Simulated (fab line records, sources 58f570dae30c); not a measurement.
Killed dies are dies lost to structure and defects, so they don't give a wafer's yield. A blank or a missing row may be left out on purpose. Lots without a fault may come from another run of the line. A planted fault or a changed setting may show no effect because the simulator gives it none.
A struck lot beside a sound one | flow berkeley_cmos170 | 14 steps out of a route of 331
Sound: wafers L217.2, L217.3, L217.5. Struck: wafers L228.1, L228.2, L228.5. The cause comes at the end.
At each step with rows: each side's tool, then ch and its chambers, then its first start. Under that, the readings that differ: sound wafers | struck wafers | difference of the means | sigmas: that difference in standard deviations of wafers without a fault.
alike: readings whose means differ by less than 2 such deviations, and words and numbers that are the same on both sides. not compared: withheld readings, readings that some wafer has no value for, bounds like >300 that may hide the same value, and numbers for which the record gives no deviation and whose values overlap.
The two part at a step that has a row with sigmas, a row that says differs or no value, or rows on one side only. Numbers that don't overlap but have no deviation are shown without sigmas and don't part them. A reading that every wafer of one side lacks parts them only if that side has two wafers or more.

first, 1 step without rows for these wafers: UCB170_M3_PRE_CLEAN_00 (preclean etch time 60 s).
UCB170_M3_SPUTTER_01: material Al, target thk 900 nm, time 120 s.
  sound on pvd_sputter-02, day 11 11:47; struck on pvd_sputter-01, day 13 10:14
  alike: throttle_valve_pct
UCB170_M3_RS_MEAS_02: measures by four-point-probe.
  sound on film_metro-04, day 11 11:55; struck on film_metro-02, day 13 10:19
  alike: M3_AL_RS
UCB170_M3_THK_MEAS_03: measures by xrf.
  sound on film_metro-04, day 11 12:01; struck on film_metro-02, day 13 10:26
  reading        | sound       | struck      | difference | sigmas
  M3_AL_THK (nm) | 886 874 866 | 924 904 901 | +34        | +2
then, 3 steps without rows for these wafers: UCB170_M3_HMDS_04 (prime time 60 s); UCB170_M3_COAT_05 (resist thk 900 nm); UCB170_M3_SOFTBAKE_06 (time 60 s).
UCB170_M3_STRIP_07: strips in O2.
  sound on plasma_asher-04 ch 0, day 11 12:31; struck on plasma_asher-01 ch 0,1, day 13 10:57
  alike: drypump_motor_current_A, oes_product_au, strip_time_to_endpoint_s
  not compared: rf_hours_counter_h
then, 4 steps without rows for these wafers: UCB170_M3_STRIP_08 (strips KrF in DMSO, time 600 s); UCB170_M3_COAT_09; UCB170_M3_COAT_10 (resist thk 900 nm); UCB170_M3_SOFTBAKE_11 (time 60 s).
UCB170_M3_EXPOSE_12: exposes mask METAL3, target cd 700 nm.
  sound on krf_scanner-02 ch 0, day 11 14:09; struck on krf_scanner-01, day 13 11:47
  no value came back on the struck wafers for exposure_dose_mJ_cm2, focus_offset_nm (nm); on the sound wafers exposure_dose_mJ_cm2 reads 25.981 26.021 25.992
  alike: mask
then, 1 step without rows for these wafers: UCB170_M3_PEB_13.

WHERE THEY PART
First at UCB170_M3_THK_MEAS_03; last, within this record, at UCB170_M3_EXPOSE_12.

WHY: what the simulator had put in
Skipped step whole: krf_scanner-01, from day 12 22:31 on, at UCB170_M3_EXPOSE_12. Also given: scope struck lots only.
